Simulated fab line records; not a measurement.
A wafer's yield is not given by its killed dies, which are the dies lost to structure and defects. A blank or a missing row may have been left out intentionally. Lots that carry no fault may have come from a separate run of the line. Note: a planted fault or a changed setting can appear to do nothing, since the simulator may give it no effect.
Split-lot study	flow rit-cmos	route with 202 steps; 5 lots, 23 wafers read

## ABOUT THE SPLIT
At RIT_SPACER_CVD_03 (deposits Si3N4 from SiH2Cl2/NH3, target thk 250 nm, time 3300 s), the setting time-s was moved away from the recipe's 3300 s on 20 of the 23 wafers read, by -12.5% to +13.6%. All remaining wafers had this setting at the recipe value.

## FROM SPLIT TO READING: 1 step shown by the file between the two
- RIT_SPACER_THK_MEAS_04

## THE READING
oes-product-au, in a.u., at RIT_SPACER_ETCHBACK_05 (etches Si3N4 in SF6/CHF3, stops on SiO2, target depth 250 nm, time 240 s). Fault-free wafers of this fab line usually give 0.844 a.u., standard deviation 0.016 a.u.

wafer	tool, chamber at the split	time-s as run, s	against the recipe	oes-product-au, a.u.	against lot-mates on the recipe
L075.2	lpcvd-01, 1	3300	recipe	0.832	-
L075.3	lpcvd-01, 1	3300	recipe	0.843	-
L075.6	lpcvd-01, 1	3300	recipe	0.850	-
L076.1	-, -	3749	+13.6%	0.943	no lot-mate on the recipe
L076.2	-, -	3749	+13.6%	0.959	no lot-mate on the recipe
L076.3	-, -	3749	+13.6%	0.897	no lot-mate on the recipe
L076.4	-, -	3749	+13.6%	0.932	no lot-mate on the recipe
L076.6	-, -	3749	+13.6%	0.902	no lot-mate on the recipe
L077.1	-, -	2889	-12.5%	0.767	no lot-mate on the recipe
L077.2	-, -	2889	-12.5%	0.768	no lot-mate on the recipe
L077.3	-, -	2889	-12.5%	0.769	no lot-mate on the recipe
L077.4	-, -	2889	-12.5%	0.757	no lot-mate on the recipe
L077.6	-, -	2889	-12.5%	0.761	no lot-mate on the recipe
L082.2	-, -	3451	+4.6%	0.853	no lot-mate on the recipe
L082.3	-, -	3451	+4.6%	0.876	no lot-mate on the recipe
L082.4	-, -	3451	+4.6%	0.896	no lot-mate on the recipe
L082.5	-, -	3451	+4.6%	0.903	no lot-mate on the recipe
L082.6	-, -	3451	+4.6%	0.871	no lot-mate on the recipe
L083.1	-, -	3583	+8.6%	0.888	no lot-mate on the recipe
L083.3	-, -	3583	+8.6%	0.886	no lot-mate on the recipe
L083.4	-, -	3583	+8.6%	0.901	no lot-mate on the recipe
L083.5	-, -	3583	+8.6%	0.886	no lot-mate on the recipe
L083.6	-, -	3583	+8.6%	0.898	no lot-mate on the recipe

FIT RESULTS
A straight line over all 23 wafers: oes-product-au changes by +0.00621 a.u. for each +1% of time-s; r = +0.97; the points scatter about the line by 0.016 a.u.
Too few moved wafers with a lot-mate on the recipe to fit a line net of each lot's own level.

## THE WHOLE CHAIN: every reading that the file lists as answering this split, in the file's order
step	what it does	reading	change (the file's fit)	r (the file's)
RIT_SPACER_CVD_03	deposits Si3N4 from SiH2Cl2/NH3, target thk 250 nm, time 3300 s	Si3N4_of_SPACER_CVD_03.thk-nm (the simulator's own value, which no gauge read)	+2.6 nm for each +1% of the setting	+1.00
RIT_SPACER_THK_MEAS_04		SPACER_NITRIDE_THK	+2.6 for each +1% of the setting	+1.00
RIT_SPACER_ETCHBACK_05	etches Si3N4 in SF6/CHF3, stops on SiO2, target depth 250 nm, time 240 s	oes-product-au	+0.00622 a.u. for each +1% of the setting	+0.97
RIT_SPACER_ETCHBACK_05	etches Si3N4 in SF6/CHF3, stops on SiO2, target depth 250 nm, time 240 s	Si3N4_of_SPACER_CVD_03.thk-nm (the simulator's own value, which no gauge read)	+2.05 nm for each +1% of the setting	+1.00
RIT_SPACER_ETCHBACK_05	etches Si3N4 in SF6/CHF3, stops on SiO2, target depth 250 nm, time 240 s	etch.depth-nm (the simulator's own value, which no gauge read)	+2.59 nm for each +1% of the setting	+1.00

## THE FILE'S OWN FIT
oes-product-au changes by +0.00622 a.u. for each +1% of time-s, r = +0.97.
